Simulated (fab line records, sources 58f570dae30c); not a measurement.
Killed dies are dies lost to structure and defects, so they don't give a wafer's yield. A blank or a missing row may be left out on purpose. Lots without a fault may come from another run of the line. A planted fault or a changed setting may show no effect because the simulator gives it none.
fab line records | flow berkeley_cmos170 | part 1 of 2: steps 1 to 41 of 44
record lots=7 wafers=21 last_day=13
route steps=331 shown PLDD@155 NLDD@158 SPACER@171 PSD@175 NSD@187 M3@331
lots that met no fault: from a run of the same line without faults
start_h: hours from the record's first day to the start of the lot's first wafer shown | wait_h: hours since the lot's step before | " the same as in the row above | L1.1+2: a row that stands for several wafers | - no value, or no start given | * or withheld: withheld | < > ~ a bound
route shown NAME@n: a module of which the file shows steps, and the number in the route of the first | usual: mean/standard deviation of fault-free wafers | same: alike in all rows | chamber/n: place in a boat | sites: the reading at each site | _std_site: their standard deviation | _edge_site: outer sites' mean less inner sites' | radius_mm: how far each site lies from the wafer's centre | mask NAME#n: copy n | behind: the tool/chamber that last shaped the wafer | hold: why the lot was held/for how many hours/how that ended | device: the transistor (n, p or np) that didn't switch | end of line: the same wafers' tests at the end of the route | a step without rows: its recipe alone | killed: dies lost to structure and defects at the first sort, not the wafer's yield | map: a wafer's dies, x killed, . not, _ none there
set.NAME: the setting as run; set.NAME@STEP: as run at that earlier step | model.NAME: the simulator's own value behind a step, which no gauge read
lots at some steps of the route; a table a step, a row a wafer
services: from which hour (start_h, from the record's first day; less than 0 if before it) a tool's chamber was out of use, for how many hours, and why
## steps
# step UCB170_PLDD_STRIP_10
# recipe chemistry=O2 power_w=400 pressure_mtorr=3500 platen_temp_c=withheld o2_flow_sccm=400 overash_fraction=0.5
# usual drypump_motor_current_A=5.7/0.42 oes_product_au=0.734/0.0047 strip_time_to_endpoint_s=21.66/0.06
# columns lot.wafer tool chamber start_h wait_h drypump_motor_current_A oes_product_au rf_hours_counter_h strip_time_to_endpoint_s
L271.2 plasma_asher-01 0 198.59 0.2 5.3 0.739 11 21.66
L271.3 " 1 " " 6.4 0.736 - 21.68
L271.4 " 0 " " 5.3 0.726 - 21.68
L268.3 plasma_asher-04 1 198.68 0.1 5.1 0.739 - 21.72
L268.4 " 0 " " 5.7 0.726 - 21.67
L268.6 " 0 " " 5.7 0.744 - 21.62
L273.1 plasma_asher-02 0 205.84 0.1 5.5 0.727 51 21.71
L273.3 " 1 " " 5.9 0.737 - 21.67
L273.5 " 0 " " 5.4 0.737 - 21.62
L275.2 plasma_asher-01 0 214.33 0.1 5.3 0.737 12 21.64
L275.3 " 0 " " 5.3 0.735 - 21.57
L275.6 " 0 " " 5.3 0.733 - 21.58
L277.1 plasma_asher-02 1 228.95 0.1 5.9 0.733 53 21.66
L277.4 " 1 " " 5.9 0.735 - 21.72
L277.6 " 0 " " 5.4 0.737 - 21.66
L280.1 plasma_asher-02 0 242.84 0.1 5.4 0.738 55 21.62
L280.3 " 1 " " 5.9 0.737 - 21.62
L280.5 " 1 " " 5.9 0.736 - 21.65
L285.1 plasma_asher-01 1 265.42 0.1 6.3 0.741 18 21.63
L285.2 " 0 " " 5.3 0.737 18 21.65
L285.6 " 0 " " 5.3 0.732 - 21.61
# step UCB170_PLDD_TW_MEAS_11
# usual PLDD_TW=1011/7.1
# columns lot.wafer tool chamber start_h wait_h PLDD_TW
L271.2 film_metro-02 - 198.70 0.1 1002
L271.3 " - " " 998
L271.4 " - " " 1003
L268.3 film_metro-01 - 198.76 0.1 1016
L268.4 " - " " 1008
L268.6 " - " " 1009
L273.1 film_metro-01 - 205.94 0.1 1017
L273.3 " - " " 1006
L273.5 " - " " 1015
L275.2 film_metro-02 - 214.44 0.1 1002
L275.3 " - " " 997
L275.6 " - " " 999
L277.1 film_metro-03 - 229.05 0.1 1010
L277.4 " - " " 1021
L277.6 " - " " 1014
L280.1 film_metro-03 - 242.94 0.1 1014
L280.3 " - " " 1017
L280.5 " - " " 1016
L285.1 film_metro-03 - 265.52 0.1 1018
L285.2 " - " " 1019
L285.6 " - " " 1013
# step UCB170_PLDD_CLEAN_12
# recipe chemistry=SPM temp_c=120 time_s=600
# step UCB170_NLDD_HMDS_00
# recipe prime_time_s=60 prime_temp_c=100
# step UCB170_NLDD_COAT_01
# recipe resist=KrF spin_rpm=1500 resist_thk_nm=900
# step UCB170_NLDD_SOFTBAKE_02
# recipe resist=KrF temp_c=130 time_s=60
# step UCB170_NLDD_EXPOSE_03
# recipe mask_id=NSELECT na=0.5 sigma_outer=0.6 source_shape=conventional target_cd_nm=1200 dose_mj=30
# step UCB170_NLDD_PEB_04
# recipe peb_temp_c=130 peb_time_s=withheld resist=KrF
# step UCB170_NLDD_DEVELOP_05
# recipe developer=TMAH develop_time_s=45 resist=KrF dev_temp_c=21
# step UCB170_NLDD_CD_MEAS_06
# recipe target_cd_nm=1200
# usual cd_nm=1199.6/1.4
# columns lot.wafer tool chamber start_h wait_h cd_nm
L271.2 cd_sem-01 - 199.97 - 1200.1
L271.3 " - " " 1200.8
L271.4 " - " " 1200.4
L268.3 cd_sem-02 - 200.10 - 1202.4
L268.4 " - " " 1202.8
L268.6 " - " " 1203.1
L273.1 cd_sem-02 - 209.35 - 1197.6
L273.3 " - " " 1198.0
L273.5 " - " " 1199.2
L275.2 cd_sem-02 - 215.80 - 1200.7
L275.3 " - " " 1200.0
L275.6 " - " " 1200.5
L277.1 cd_sem-01 - 230.38 - 1200.2
L277.4 " - " " 1198.7
L277.6 " - " " 1200.4
L280.1 cd_sem-01 - 247.65 - 1201.1
L280.3 " - " " 1200.3
L280.5 " - " " 1199.7
L285.1 cd_sem-02 - 267.59 - 1198.2
L285.2 " - " " 1196.6
L285.6 " - " " 1198.7
# step UCB170_NLDD_OVL_MEAS_07
# usual NLDD_OVL=-3/6.3
# columns lot.wafer tool chamber start_h wait_h NLDD_OVL[nm]
L271.2 overlay-01 - 200.07 0.1 -6
L271.3 " - " " 8
L271.4 " - " " -9
L268.3 overlay-02 - 200.20 0.1 -10
L268.4 " - " " 2
L268.6 " - " " -3
L273.1 overlay-02 - 209.47 0.1 6
L273.3 " - " " -3
L273.5 " - " " 2
L275.2 overlay-01 - 215.91 0.1 -7
L275.3 " - " " -4
L275.6 " - " " 2
L277.1 overlay-01 - 230.50 0.1 13
L277.4 " - " " 5
L277.6 " - " " -5
L280.1 overlay-02 - 247.77 0.1 -1
L280.3 " - " " -7
L280.5 " - " " -10
L285.1 overlay-02 - 267.71 0.1 -12
L285.2 " - " " -13
L285.6 " - " " -17
# step UCB170_NLDD_IMPLANT_08
# recipe species=As dose_cm2=5e+13 energy_kev=30 tilt_deg=7 rotation_deg=0
# step UCB170_NLDD_IMPLANT_09
# recipe species=As dose_cm2=5e+13 energy_kev=30 tilt_deg=7 rotation_deg=180
# usual dose_ions_cm2=4.999e+13/5.4e+10 faraday_current_uA=159/3.4
# same implant_ion_amu=75
# columns lot.wafer tool chamber start_h wait_h dose_ions_cm2 faraday_current_uA
L271.2 implanter-01 0 200.28 0.1 4.992e+13 160
L271.3 " 0 " " 4.998e+13 159
L271.4 " 0 " " 4.997e+13 160
L268.3 implanter-03 0 200.42 0.1 5.003e+13 158
L268.4 " 0 " " 4.993e+13 159
L268.6 " 0 " " 4.997e+13 157
L273.1 implanter-01 0 209.66 0.1 2.742e+13 84
L273.3 " 0 " " 2.759e+13 89
L273.5 " 0 " " 2.749e+13 88
L275.2 implanter-01 0 216.11 0.1 2.755e+13 90
L275.3 " 0 " " 2.754e+13 87
L275.6 " 0 " " 2.751e+13 89
L277.1 implanter-01 0 230.69 0.1 2.748e+13 85
L277.4 " 0 " " 2.744e+13 91
L277.6 " 0 " " 2.743e+13 89
L280.1 implanter-03 0 247.95 0.1 4.995e+13 154
L280.3 " 0 " " 4.995e+13 157
L280.5 " 0 " " 4.989e+13 160
L285.1 implanter-03 0 267.90 0.1 4.985e+13 158
L285.2 " 0 " " 4.994e+13 160
L285.6 " 0 " " 5.003e+13 160
# step UCB170_NLDD_STRIP_10
# recipe chemistry=O2 power_w=400 pressure_mtorr=3500 platen_temp_c=withheld o2_flow_sccm=400 overash_fraction=0.5
# usual drypump_motor_current_A=5.68/0.28 oes_product_au=0.734/0.0046 strip_time_to_endpoint_s=21.64/0.074
# columns lot.wafer tool chamber start_h wait_h drypump_motor_current_A oes_product_au rf_hours_counter_h strip_time_to_endpoint_s
L271.2 plasma_asher-04 1 200.40 0.1 5.09 0.727 39 21.64
L271.3 " 0 " " 5.67 0.729 - 21.66
L271.4 " 1 " " 5.07 0.733 - 21.60
L268.3 plasma_asher-03 0 200.55 0.1 6.03 0.734 - 21.44
L268.4 " 1 " " 5.63 0.731 - 21.45
L268.6 " 1 " " 5.62 0.738 - 21.49
L273.1 plasma_asher-02 1 209.81 0.1 5.87 0.736 51 21.74
L273.3 " 0 " " 5.45 0.738 - 21.79
L273.5 " 0 " " 5.47 0.738 - 21.76
L275.2 plasma_asher-02 0 216.24 0.1 5.46 0.728 52 21.59
L275.3 " 1 " " 5.87 0.730 - 21.59
L275.6 " 0 " " 5.46 0.735 - 21.70
L277.1 plasma_asher-03 0 230.84 0.1 6.03 0.737 44 21.64
L277.4 " 1 " " 5.64 0.734 - 21.67
L277.6 " 0 " " 6.05 0.729 - 21.62
L280.1 plasma_asher-02 0 248.10 0.1 5.48 0.732 56 21.68
L280.3 " 0 " " 5.46 0.743 - 21.66
L280.5 " 0 " " 5.45 0.736 - 21.71
L285.1 plasma_asher-02 0 268.05 0.1 5.47 0.727 59 21.68
L285.2 " 1 " " 5.89 0.731 59 21.73
L285.6 " 0 " " 5.47 0.735 - 21.70
# step UCB170_NLDD_TW_MEAS_11
# usual NLDD_TW=2216/17
# columns lot.wafer tool chamber start_h wait_h NLDD_TW
L271.2 film_metro-02 - 200.51 0.1 2190
L271.3 " - " " 2188
L271.4 " - " " 2193
L268.3 film_metro-03 - 200.64 0.1 2237
L268.4 " - " " 2249
L268.6 " - " " 2233
L273.1 film_metro-02 - 209.91 0.1 2054
L273.3 " - " " 2055
L273.5 " - " " 2040
L275.2 film_metro-01 - 216.35 0.1 2074
L275.3 " - " " 2090
L275.6 " - " " 2077
L277.1 film_metro-02 - 230.94 0.1 2057
L277.4 " - " " 2055
L277.6 " - " " 2046
L280.1 film_metro-01 - 248.20 0.1 2212
L280.3 " - " " 2206
L280.5 " - " " 2215
L285.1 film_metro-02 - 268.15 0.1 2189
L285.2 " - " " 2186
L285.6 " - " " 2190
# step UCB170_NLDD_CLEAN_12
# recipe chemistry=SPM temp_c=120 time_s=600
# step UCB170_SPACER_CVD_00
# recipe material=SiO2 target_thk_nm=376 temp_c=390 precursor=TEOS/O2 time_s=47 rf_w=550 pressure_mtorr=9000
# step UCB170_SPACER_THK_MEAS_01
# recipe reads=SiO2_of_SPACER_CVD_00
# usual SPACER_TEOS_THK=375/4.5
# columns lot.wafer tool chamber start_h wait_h SPACER_TEOS_THK[nm]
L271.2 film_metro-04 - 200.79 0.0 366
L271.3 " - " " 373
L271.4 " - " " 385
L268.3 film_metro-02 - 200.92 0.0 371
L268.4 " - " " 380
L268.6 " - " " 378
L273.1 film_metro-04 - 210.18 0.0 377
L273.3 " - " " 379
L273.5 " - " " 386
L275.2 film_metro-04 - 216.63 0.0 370
L275.3 " - " " 373
L275.6 " - " " 383
L277.1 film_metro-02 - 231.29 0.0 374
L277.4 " - " " 383
L277.6 " - " " 381
L280.1 film_metro-02 - 248.61 0.0 371
L280.3 " - " " 372
L280.5 " - " " 378
L285.1 film_metro-02 - 271.20 0.0 371
L285.2 " - " " 375
L285.6 " - " " 375
# step UCB170_SPACER_ANNEAL_02
# recipe temp_c=900 time_s=1800 ambient=N2
# step UCB170_SPACER_ETCHBACK_03
# recipe stop_on=Si target=SiO2 chemistry=CHF3/CF4/Ar CHF3_flow_sccm=50 cf4_flow_sccm=10 Ar_flow_sccm=120 pressure_mtorr=200 rf_w=500 target_depth_a=3760 time_s=100
# usual drypump_motor_current_A=5.5/0.45 oes_product_au=0.908/0.012 throttle_valve_pct=6.48/0.07
# columns lot.wafer tool chamber start_h wait_h drypump_motor_current_A oes_product_au rf_hours_counter_h throttle_valve_pct
L271.2 rie_diel-04 1 207.35 0.0 5.3 0.899 78 6.39
L271.3 " 2 " " 5.0 0.912 11 6.47
L271.4 " 3 " " 5.2 0.911 - 6.53
L268.3 rie_diel-01 1 207.42 0.1 5.1 0.899 56 6.41
L268.4 " 0 " " 5.3 0.908 - 6.43
L268.6 " 1 " " 5.1 0.899 - 6.40
L273.1 rie_diel-01 3 214.35 0.0 5.7 0.904 0 6.58
L273.3 " 2 " " 5.9 0.903 41 6.45
L273.5 " 0 " " 5.3 0.917 - 6.43
L275.2 rie_diel-04 0 223.81 0.0 6.6 0.917 0 6.45
L275.3 " 2 " " 4.9 0.916 12 6.45
L275.6 " 1 " " 5.3 0.932 - 6.41
L277.1 rie_diel-04 2 238.80 0.0 5.0 0.906 12 6.47
L277.4 " 1 " " 5.3 0.932 79 6.40
L277.6 " 1 " " 5.3 0.923 - 6.39
L280.1 rie_diel-02 0 252.75 0.0 5.8 0.891 7 6.53
L280.3 " 1 " " 5.4 0.920 77 6.43
L280.5 " 3 " " 5.6 0.907 - 6.57
L285.1 rie_diel-04 0 276.28 0.0 6.6 0.915 2 6.46
L285.2 " 2 " " 5.0 0.917 14 6.46
L285.6 " 1 " " 5.3 0.920 - 6.40
# step UCB170_PSD_HMDS_00
# recipe prime_time_s=60 prime_temp_c=100
# step UCB170_PSD_COAT_01
# recipe resist=KrF spin_rpm=1500 resist_thk_nm=900
# step UCB170_PSD_SOFTBAKE_02
# recipe resist=KrF temp_c=130 time_s=60
# step UCB170_PSD_EXPOSE_03
# recipe mask_id=PSELECT_MOD na=0.5 sigma_outer=0.6 source_shape=conventional target_cd_nm=1200 dose_mj=30
# step UCB170_PSD_PEB_04
# recipe peb_temp_c=130 peb_time_s=withheld resist=KrF
# step UCB170_PSD_DEVELOP_05
# recipe developer=TMAH develop_time_s=45 resist=KrF dev_temp_c=21
# step UCB170_PSD_CD_MEAS_06
# recipe target_cd_nm=1200
# usual cd_nm=1199.5/1.5
# columns lot.wafer tool chamber start_h wait_h cd_nm
L271.2 cd_sem-01 - 209.37 - 1202.5
L271.3 " - " " 1204.3
L271.4 " - " " 1202.6
L268.3 cd_sem-01 - 209.67 - 1198.6
L268.4 " - " " 1199.1
L268.6 " - " " 1199.4
L273.1 cd_sem-01 - 215.51 - 1201.2
L273.3 " - " " 1199.3
L273.5 " - " " 1200.8
L275.2 cd_sem-02 - 225.04 - 1198.8
L275.3 " - " " 1198.9
L275.6 " - " " 1199.3
L277.1 cd_sem-01 - 240.24 - 1201.4
L277.4 " - " " 1201.6
L277.6 " - " " 1202.0
L280.1 cd_sem-02 - 256.97 - 1199.0
L280.3 " - " " 1201.1
L280.5 " - " " 1200.0
L285.1 cd_sem-01 - 278.63 - 1201.2
L285.2 " - " " 1199.8
L285.6 " - " " 1201.5
# step UCB170_PSD_OVL_MEAS_07
# usual PSD_OVL=1/5.2
# columns lot.wafer tool chamber start_h wait_h PSD_OVL[nm]
L271.2 overlay-01 - 209.48 0.1 -2
L271.3 " - " " 4
L271.4 " - " " -5
L268.3 overlay-01 - 209.76 0.1 -3
L268.4 " - " " 5
L268.6 " - " " 1
L273.1 overlay-02 - 215.63 0.1 -1
L273.3 " - " " -3
L273.5 " - " " -6
L275.2 overlay-01 - 225.14 0.1 3
L275.3 " - " " 2
L275.6 " - " " 3
L277.1 overlay-01 - 240.36 0.1 -4
L277.4 " - " " -6
L277.6 " - " " 5
L280.1 overlay-02 - 257.09 0.1 10
L280.3 " - " " 9
L280.5 " - " " 2
L285.1 overlay-01 - 278.75 0.1 9
L285.2 " - " " -5
L285.6 " - " " -5
# step UCB170_PSD_IMPLANT_08
# recipe species=B dose_cm2=3e+15 energy_kev=20 tilt_deg=7
# step UCB170_PSD_STRIP_09
# recipe chemistry=O2 power_w=400 pressure_mtorr=3500 platen_temp_c=withheld o2_flow_sccm=400 overash_fraction=0.5
# step UCB170_PSD_TW_MEAS_10
# usual PSD_TW=2325/17
# columns lot.wafer tool chamber start_h wait_h PSD_TW
L271.2 film_metro-03 - 209.77 0.1 2345
L271.3 " - " " 2340
L271.4 " - " " 2343
L268.3 film_metro-02 - 210.05 0.1 2299
L268.4 " - " " 2317
L268.6 " - " " 2297
L273.1 film_metro-02 - 215.91 0.1 2308
L273.3 " - " " 2318
L273.5 " - " " 2313
L275.2 film_metro-02 - 225.43 0.1 2325
L275.3 " - " " 2302
L275.6 " - " " 2307
L277.1 film_metro-02 - 240.65 0.1 2319
L277.4 " - " " 2320
L277.6 " - " " 2319
L280.1 film_metro-03 - 257.38 0.1 2327
L280.3 " - " " 2334
L280.5 " - " " 2339
L285.1 film_metro-02 - 279.03 0.1 2298
L285.2 " - " " 2290
L285.6 " - " " 2299
# step UCB170_PSD_CLEAN_11
# recipe chemistry=SPM temp_c=120 time_s=600
# step UCB170_NSD_HMDS_00
# recipe prime_time_s=60 prime_temp_c=100
# step UCB170_NSD_COAT_01
# recipe resist=KrF spin_rpm=1500 resist_thk_nm=900
# step UCB170_NSD_SOFTBAKE_02
# recipe resist=KrF temp_c=130 time_s=60
# step UCB170_NSD_EXPOSE_03
# recipe mask_id=NSELECT_MOD na=0.5 sigma_outer=0.6 source_shape=conventional target_cd_nm=1200 dose_mj=30
# step UCB170_NSD_PEB_04
# recipe peb_temp_c=130 peb_time_s=withheld resist=KrF
# usual chill_plate_temp_C=22.99/0.1 plate_sensor_t_centre_C=131.41/0.011 plate_sensor_t_edge_C=131.53/0.01
# columns lot.wafer tool chamber start_h wait_h chill_plate_temp_C plate_sensor_t_centre_C plate_sensor_t_edge_C
L271.2 litho_track-02 0 210.92 0.4 23.07 131.4 131.53
L271.3 " 0 " " 23.24 131.43 131.54
L271.4 " 0 " " 23.09 131.41 131.53
L268.3 litho_track-03 0 211.30 0.2 23.11 131.4 131.54
L268.4 " 0 " " 22.94 131.41 131.52
L268.6 " 0 " " 23.05 131.4 131.54
L273.1 litho_track-02 0 217.13 0.1 22.86 131.4 131.56
L273.3 " 0 " " 23.00 131.42 131.55
L273.5 " 0 " " 22.99 131.41 131.53
L275.2 litho_track-01 0 226.53 0.3 23.09 131.41 131.54
L275.3 " 0 " " 22.99 131.39 131.52
L275.6 " 0 " " 22.99 131.41 131.55
L277.1 litho_track-01 0 244.02 0.8 22.98 131.38 131.54
L277.4 " 0 " " 22.99 131.4 131.53
L277.6 " 0 " " 22.92 131.4 131.52
L280.1 litho_track-01 0 258.58 0.1 22.98 131.42 131.54
L280.3 " 0 " " 23.09 131.41 131.54
L280.5 " 0 " " 23.18 131.4 131.53
L285.1 litho_track-02 0 281.04 0.4 22.98 131.41 131.54
L285.2 " 0 " " 22.93 131.41 131.52
L285.6 " 0 " " 22.89 131.39 131.54
# step UCB170_NSD_DEVELOP_05
# recipe developer=TMAH develop_time_s=45 resist=KrF dev_temp_c=21
# step UCB170_NSD_CD_MEAS_06
# recipe target_cd_nm=1200
# usual cd_nm=1200.1/1.1
# columns lot.wafer tool chamber start_h wait_h cd_nm
L271.2 cd_sem-01 - 211.19 - 1197.3
L271.3 " - " " 1197.0
L271.4 " - " " 1197.4
L268.3 cd_sem-02 - 211.57 - 1199.9
L268.4 " - " " 1199.9
L268.6 " - " " 1199.9
L273.1 cd_sem-02 - 217.41 - 1200.4
L273.3 " - " " 1199.1
L273.5 " - " " 1199.5
L275.2 cd_sem-01 - 226.80 - 1199.3
L275.3 " - " " 1198.7
L275.6 " - " " 1199.6
L277.1 cd_sem-01 - 244.30 - 1200.5
L277.4 " - " " 1201.1
L277.6 " - " " 1200.5
L280.1 cd_sem-01 - 258.86 - 1202.5
L280.3 " - " " 1201.5
L280.5 " - " " 1201.4
L285.1 cd_sem-02 - 281.31 - 1201.1
L285.2 " - " " 1200.2
L285.6 " - " " 1200.1
# step UCB170_NSD_OVL_MEAS_07
# usual NSD_OVL=0/5.3
# columns lot.wafer tool chamber start_h wait_h NSD_OVL[nm]
L271.2 overlay-02 - 211.29 0.1 -2
L271.3 " - " " 2
L271.4 " - " " -3
L268.3 overlay-02 - 211.66 0.1 11
L268.4 " - " " 7
L268.6 " - " " 0
L273.1 overlay-01 - 217.53 0.1 2
L273.3 " - " " 3
L273.5 " - " " -9
L275.2 overlay-01 - 226.90 0.1 -3
L275.3 " - " " -2
L275.6 " - " " -1
L277.1 overlay-02 - 244.42 0.1 3
L277.4 " - " " 0
L277.6 " - " " 6
L280.1 overlay-02 - 258.98 0.1 -4
L280.3 " - " " -9
L280.5 " - " " -5
L285.1 overlay-02 - 281.43 0.1 4
L285.2 " - " " 1
L285.6 " - " " -1
# step UCB170_NSD_IMPLANT_08
# recipe species=P dose_cm2=3e+15 energy_kev=40 tilt_deg=7
## key
first_sign step=UCB170_NLDD_IMPLANT_09 reading=dose_ions_cm2 direction=down sigmas=99+ usual=4.999e+13 struck=2.749e+13
effect step=UCB170_NLDD_IMPLANT_09 reading=faraday_current_uA direction=down sigmas=21 usual=159 struck=88
effect step=UCB170_NLDD_TW_MEAS_11 reading=NLDD_TW direction=down sigmas=9.3 usual=2216 struck=2061
effect step=UCB170_SDANNEAL_RS_MEAS_05 reading=NLDD_RS direction=up sigmas=75 usual=616.4 struck=728.9
model_effect step=UCB170_M3_PROBE_99 value=etest.nldd.line_ohm_um without=1229 struck=1515
met_at UCB170_NLDD_IMPLANT_09
struck_wafers L273.1,L273.3,L273.5,L275.2,L275.3,L275.6,L277.1,L277.4,L277.6
tester_left_out L273,L275,L277
onset_between 200.28 209.66
fault kind=process_parameter_drift tool=implanter-01 chamber=- onset_h=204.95 steps=UCB170_NLDD_IMPLANT_09 channel=dose_cm2 offset=-2.25e+13 shape=step end_h=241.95 acts_in=these_recipes_only stated=5e+13
# tester_left_out: of these lots the tester's yield and bins aren't shown, on N5 and GAA mostly nor the transistor test; their killed dies are dies lost to structure and defects alone, not to doping, threshold or leakage, so they don't give the yield
